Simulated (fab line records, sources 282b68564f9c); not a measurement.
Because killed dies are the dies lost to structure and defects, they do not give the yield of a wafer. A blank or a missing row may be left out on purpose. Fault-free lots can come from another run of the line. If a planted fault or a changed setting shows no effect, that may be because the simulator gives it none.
A struck lot beside a sound one / flow rit-cmos / 18 out of 202 route steps
Sound: the wafers L691.4, L691.5, L691.6. Struck: wafer L699.3. (L699.4, L699.6 of the same lot were not struck and are left out.) The cause comes at the end.
Order at every step that has rows: each side's tool, ch and its chambers, its first start. Under that, the readings that differ: sound wafers / struck wafers / difference of the means / sigmas: that difference in standard deviations of wafers without a fault.
alike: a reading whose means differ by less than 2 such deviations, as well as words and numbers matching on both sides. not compared: withheld readings; readings where some wafer has no value; bounds like >300 that might hide an equal value; numbers whose values overlap and for which the record gives no deviation.
A row with sigmas, a row that says differs or no value, or rows on one side alone: a step with any of these is where the two part. Numbers that have no deviation but don't overlap get no sigmas and don't part them. A reading that every wafer of one side lacks parts them only if that side has two wafers or more.

RIT_M1_SPUTTER_00: material Al, target thk 400 nm, time 500 s.
  sound on pvd-sputter-01 at day 5 14:55; struck on pvd-sputter-02 at day 7 06:04
  alike: throttle-valve-pct
RIT_M1_RS_MEAS_01: uses a four-point probe to measure.
  sound on film-metro-02 at day 5 15:16; struck on film-metro-01 at day 7 06:24
  alike: M1_AL_RS
RIT_M1_THK_MEAS_02: measures by xrf.
  sound on film-metro-02 at day 5 15:22; struck on film-metro-01 at day 7 06:30
  alike: M1_AL_THK
then, 6 steps without rows for these wafers: RIT_M1_HMDS_03 (prime time 60 s); RIT_M1_COAT_04 (resist thk 1300 nm); RIT_M1_SOFTBAKE_05 (time 60 s); RIT_M1_EXPOSE_06 (exposes mask M12, target cd 2600 nm); RIT_M1_PEB_07; RIT_M1_DEVELOP_08 (develop time 68 s).
RIT_M1_CD_MEAS_09: target cd 2600 nm.
  sound on cd-sem-02 at day 5 16:27; struck on cd-sem-01 at day 7 07:35
  alike: cd-nm
RIT_M1_OVL_MEAS_10:
  sound on overlay-01 at day 5 16:32; struck on overlay-02 at day 7 07:41
  alike: M1_OVL
then, 1 step without rows for these wafers: RIT_M1_HARDBAKE_11 (time 120 s).
RIT_M1_METAL_ETCH_12: etches Al in Cl2/BCl3, stops on SiO2, time 165 s, target depth 600 nm.
  sound on rie-metal-02 ch 0,1, day 5 16:51; struck on rie-metal-02 ch 0, day 7 08:04
reading=model.NOVOLAK_of_M1_COAT_04.thk-nm (nm); sound=818.1 813.2 801.6; struck=694.3; difference=-116.7; sigmas=
reading=model.SiO2_of_CONTACT_CVD_00.thk-nm (nm); sound=369.2 367.7 370.5; struck=350.5; difference=-18.6; sigmas=
reading=model.M1.feature-depth-nm (nm); sound=429.7 434.2 431.5; struck=446.5; difference=+14.7; sigmas=
  alike: drypump-motor-current-A, oes-product-au, throttle-valve-pct
  not compared: rf-hours-counter-h
then, 1 step without rows for these wafers: RIT_M1_STRIP_13 (strips in nmp, time 600 s).
RIT_M1_STRIP_14: strips in O2, time 180 s.
  sound on plasma-asher-02 ch 0,1, day 5 17:12; struck on plasma-asher-01 ch 0, day 7 08:24
reading=rf-refl-power-W (W); sound=8.4 8.0 7.4; struck=5.5; difference=-2.4; sigmas=-3
  alike: drypump-motor-current-A
  not compared: rf-hours-counter-h
RIT_M1_CD_MEAS_90: target cd 2600 nm.
  sound on cd-sem-01 at day 5 17:22; struck on cd-sem-02 at day 7 08:34
reading=cd-nm (nm); sound=2601.9 2600.8 2598.6; struck=2592.8; difference=-7.6; sigmas=-4
then, 1 step without rows for these wafers: RIT_M1_ANNEAL_15 (time 1800 s).
RIT_M1_PROBE_99:
  sound on prober-02 at day 5 19:12; struck on prober-02 at day 7 10:22
reading=killed_at_M0_to_M3; sound=0 1 0; struck=0; difference=+0; sigmas=-4
reading=model.etest.antenna-m1.vt-shift-v (V); sound=-0.01213 -0.01047 -0.01031; struck=-0.01963; difference=-0.00866; sigmas=
  alike: defect-limited-yield, killed-at-contacts, killed-at-front-end, killed-dies, killed-open, killed-short, sort_bin_3_pad_short, sort_bin_5_function, sort_bin_6_memory, sort-n-pass, sort-yield-pct

WHERE THEY PART
Earliest at RIT_M1_STRIP_14; latest, in this record, at RIT_M1_PROBE_99.

WHY: what the simulator had put in
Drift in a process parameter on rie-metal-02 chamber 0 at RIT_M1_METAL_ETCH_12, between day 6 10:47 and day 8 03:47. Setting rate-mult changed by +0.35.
